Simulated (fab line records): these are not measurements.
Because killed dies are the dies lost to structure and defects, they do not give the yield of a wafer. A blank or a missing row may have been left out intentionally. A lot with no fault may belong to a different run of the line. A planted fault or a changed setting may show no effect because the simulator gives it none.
Which tool was responsible?	flow berkeleyCmos170	13 lots, 39 wafers sampled, at 6 steps of a route of 331

== WHAT THE GAUGES READ, wafer by wafer ==
UCB170_PVT_OVL_MEAS_06. Usual: PVT_OVL gives 2 nm (standard deviation 5.4).
lot	measured	on	PVT_OVL (nm)	flag
L311	day 6 02:46	overlay-02	2 5 10	
L313	day 6 22:39	overlay-02	6 -4 6	
L314	day 6 23:20	overlay-02	12 9 9	
L315	day 7 02:30	overlay-02	-11 -3 -5	
L316	day 7 02:14	overlay-02	1 3 6	
L318	day 8 02:38	overlay-01	4 -3 5	
L319	day 8 02:46	overlay-01	3 8 7	
L320	day 8 02:55	overlay-02	5 5 5	
L321	day 8 09:37	overlay-01	2 -2 9	
L322	day 8 09:31	overlay-02	5 3 4	
L323	day 8 09:14	overlay-01	-2 -2 3	
L324	day 8 09:52	overlay-02	-5 -7 -7	
L328	day 9 15:33	overlay-02	4 9 6	

UCB170_M1_RS_MEAS_01: the measuring method here is four-point-probe. Usual: M1_AL_RS gives 0.0489 ohm/sq (standard deviation 0.00063).
lot	measured	on	M1_AL_RS (ohm/sq)	flag
L311	day 7 17:37	filmMetro-03	0.0488 0.0493 0.0489	
L313	day 8 15:55	filmMetro-01	0.0492 0.0493 0.0486	
L314	day 8 14:49	filmMetro-01	0.0476 0.0485 0.0478	
L315	day 8 16:11	filmMetro-01	0.0485 0.0497 0.0490	
L316	day 8 15:48	filmMetro-04	0.0483 0.0485 0.0486	
L318	day 9 14:07	filmMetro-03	0.0490 0.0492 0.0498	
L319	day 9 14:34	filmMetro-01	0.0490 0.0487 0.0491	
L320	day 9 15:49	filmMetro-03	0.0481 0.0478 0.0488	
L321	day 10 00:37	filmMetro-01	0.0489 0.0488 0.0491	
L322	day 9 23:54	filmMetro-01	0.0474 0.0483 0.0481	
L323	day 9 22:43	filmMetro-03	0.0499 0.0493 0.0498	
L324	day 10 00:50	filmMetro-03	0.0474 0.0477 0.0484	
L328	day 11 07:56	filmMetro-04	0.0485 0.0670 0.0494	OFF

UCB170_M1_THK_MEAS_02: measures by xrf. Usual: M1_AL_THK gives 604 nm (standard deviation 9).
lot	measured	on	M1_AL_THK (nm)	flag
L311	day 7 17:44	filmMetro-03	606 598 603	
L313	day 8 16:01	filmMetro-01	592 596 604	
L314	day 8 14:55	filmMetro-01	619 607 613	
L315	day 8 16:18	filmMetro-01	606 594 599	
L316	day 8 15:55	filmMetro-04	611 609 611	
L318	day 9 14:14	filmMetro-03	607 607 602	
L319	day 9 14:40	filmMetro-01	599 604 596	
L320	day 9 15:55	filmMetro-03	619 624 611	
L321	day 10 00:44	filmMetro-01	601 604 598	
L322	day 10 00:01	filmMetro-01	619 612 611	
L323	day 9 22:50	filmMetro-03	600 602 600	
L324	day 10 00:58	filmMetro-03	626 618 610	
L328	day 11 08:04	filmMetro-04	612 448 596	OFF

== WHICH TOOL RAN EACH LOT (tool, then ch and the chambers of the sampled wafers, then the start) ==
lot	UCB170_ZERO_STRIP_07	UCB170_CONTACT_STRIP_06	UCB170_M1_SPUTTER_00
L311	plasmaAsher-03 ch 0,1, day 1 17:22	plasmaAsher-02 ch 0,1, day 7 15:07	pvdSputter-01, day 7 17:34
L313	plasmaAsher-01 ch 0,1, day 2 10:53	plasmaAsher-02 ch 0,1, day 8 13:17	pvdSputter-03, day 8 15:49
L314	plasmaAsher-04 ch 0,1, day 2 11:11	plasmaAsher-02 ch 0,1, day 8 12:01	pvdSputter-02, day 8 14:43
L315	plasmaAsher-04 ch 0,1, day 2 19:50	plasmaAsher-01 ch 0,1, day 8 13:40	pvdSputter-02, day 8 16:07
L316	plasmaAsher-01 ch 0,1, day 3 00:50	plasmaAsher-03 ch 0,1, day 8 13:17	pvdSputter-01, day 8 15:44
L318	plasmaAsher-03 ch 0,1, day 3 06:28	plasmaAsher-03 ch 0,1, day 9 11:43	pvdSputter-03, day 9 14:02
L319	plasmaAsher-04 ch 0,1, day 3 15:56	plasmaAsher-02 ch 0,1, day 9 12:10	pvdSputter-01, day 9 14:29
L320	plasmaAsher-01 ch 0,1, day 3 16:03	plasmaAsher-03 ch 0,1, day 9 13:31	pvdSputter-02, day 9 15:43
L321	plasmaAsher-04 ch 0,1, day 4 02:56	plasmaAsher-02 ch 1, day 9 21:06	pvdSputter-01, day 10 00:33
L322	plasmaAsher-03 ch 0,1, day 4 03:03	plasmaAsher-03 ch 0,1, day 9 20:49	pvdSputter-02, day 9 23:49
L323	plasmaAsher-04 ch 0,1, day 4 07:57	plasmaAsher-03 ch 0,1, day 9 19:55	pvdSputter-01, day 9 22:39
L324	plasmaAsher-01 ch 0, day 4 11:18	plasmaAsher-01 ch 0,1, day 9 21:16	pvdSputter-03, day 10 00:47
L328	plasmaAsher-04 ch 0,1, day 5 07:39	plasmaAsher-03 ch 0,1, day 11 05:43	pvdSputter-01, day 11 07:53
- UCB170_ZERO_STRIP_07: strips in O2.
- UCB170_CONTACT_STRIP_06: strips in O2.
- UCB170_M1_SPUTTER_00: material Al, target thk 600 nm, time 80 s.

== AS READ BY THE TOOLS THEMSELVES (means over the sampled wafers that have a number; for cases with no such wafer, the mark the record gives instead) ==
UCB170_ZERO_STRIP_07. Usual: drypumpMotorCurrentA 5.71 A, standard deviation 0.16; oesProductAu 0.727 a.u., standard deviation 0.0046; stripTimeToEndpointS 21.50 s, standard deviation 0.058.
lot	tool	drypumpMotorCurrentA (A)	oesProductAu (a.u.)	stripTimeToEndpointS (s)	flag
L311	plasmaAsher-03	5.83	0.728	21.40	
L313	plasmaAsher-01	5.79	0.729	21.50	
L314	plasmaAsher-04	5.60	0.726	21.52	
L315	plasmaAsher-04	5.60	0.731	21.57	
L316	plasmaAsher-01	5.78	0.733	21.39	
L318	plasmaAsher-03	5.66	0.730	21.51	
L319	plasmaAsher-04	5.59	0.726	21.56	
L320	plasmaAsher-01	5.80	0.727	21.51	
L321	plasmaAsher-04	5.60	0.725	21.52	
L322	plasmaAsher-03	5.86	0.726	21.54	
L323	plasmaAsher-04	5.59	0.729	21.55	
L324	plasmaAsher-01	5.80	0.727	21.49	
L328	plasmaAsher-04	5.63	0.727	21.43	

UCB170_CONTACT_STRIP_06. Usual: drypumpMotorCurrentA 5.7 A, standard deviation 0.59; oesProductAu 0.734 a.u., standard deviation 0.0047; stripTimeToEndpointS 21.97 s, standard deviation 0.064.
lot	tool	drypumpMotorCurrentA (A)	oesProductAu (a.u.)	stripTimeToEndpointS (s)	flag
L311	plasmaAsher-02	6.0	0.738	22.00	
L313	plasmaAsher-02	6.0	0.733	21.97	
L314	plasmaAsher-02	5.4	0.735	21.91	
L315	plasmaAsher-01	5.8	0.735	21.97	
L316	plasmaAsher-03	5.7	0.734	22.01	
L318	plasmaAsher-03	5.7	0.731	21.99	
L319	plasmaAsher-02	6.0	0.732	21.98	
L320	plasmaAsher-03	5.8	0.732	21.99	
L321	plasmaAsher-02	6.6	0.733	21.98	
L322	plasmaAsher-03	5.7	0.735	21.93	
L323	plasmaAsher-03	5.7	0.731	21.90	
L324	plasmaAsher-01	5.8	0.735	21.89	
L328	plasmaAsher-03	5.8	0.737	22.10	

UCB170_M1_SPUTTER_00. Usual: throttleValvePct at 29.8 %, with a standard deviation of 0.84.
lot	tool	throttleValvePct (%)	flag
L311	pvdSputter-01	29.8	
L313	pvdSputter-03	30.8	
L314	pvdSputter-02	29.1	
L315	pvdSputter-02	30.1	
L316	pvdSputter-01	30.1	
L318	pvdSputter-03	29.6	
L319	pvdSputter-01	29.9	
L320	pvdSputter-02	29.7	
L321	pvdSputter-01	29.7	
L322	pvdSputter-02	29.6	
L323	pvdSputter-01	29.7	
L324	pvdSputter-03	29.6	
L328	pvdSputter-01	29.7	

== THE ANSWER, worked out from the rows above alone ==
Rule: a lot is off if the mean of its wafers that have a number lies more than 3 standard deviations from the usual mean. Also off: a lot with no number at a reading for which 4 or more lots have one. All remaining lots with rows at the step are treated as sound. The gauges are gone through in route order, then the tools' own readings, and for those a lot's mean is taken as printed above. The first step at which some lot is off is used, and at that step the reading that is off furthest; a lot without a number counts as furthest.
Off: L328, at UCB170_M1_RS_MEAS_01 (M1_AL_RS).
If a tool, at a process step before that reading, ran all the lots that are off and no sound lot after the first of them, it fits. Gauges at UCB170_M1_RS_MEAS_01: tried the same way as those tools. Can't be told from this: 4 tools fit, plasmaAsher-04 at UCB170_ZERO_STRIP_07, plasmaAsher-03 at UCB170_CONTACT_STRIP_06, pvdSputter-01 at UCB170_M1_SPUTTER_00, filmMetro-04 at UCB170_M1_RS_MEAS_01.

== WHAT THE SIMULATOR PUT IN ==
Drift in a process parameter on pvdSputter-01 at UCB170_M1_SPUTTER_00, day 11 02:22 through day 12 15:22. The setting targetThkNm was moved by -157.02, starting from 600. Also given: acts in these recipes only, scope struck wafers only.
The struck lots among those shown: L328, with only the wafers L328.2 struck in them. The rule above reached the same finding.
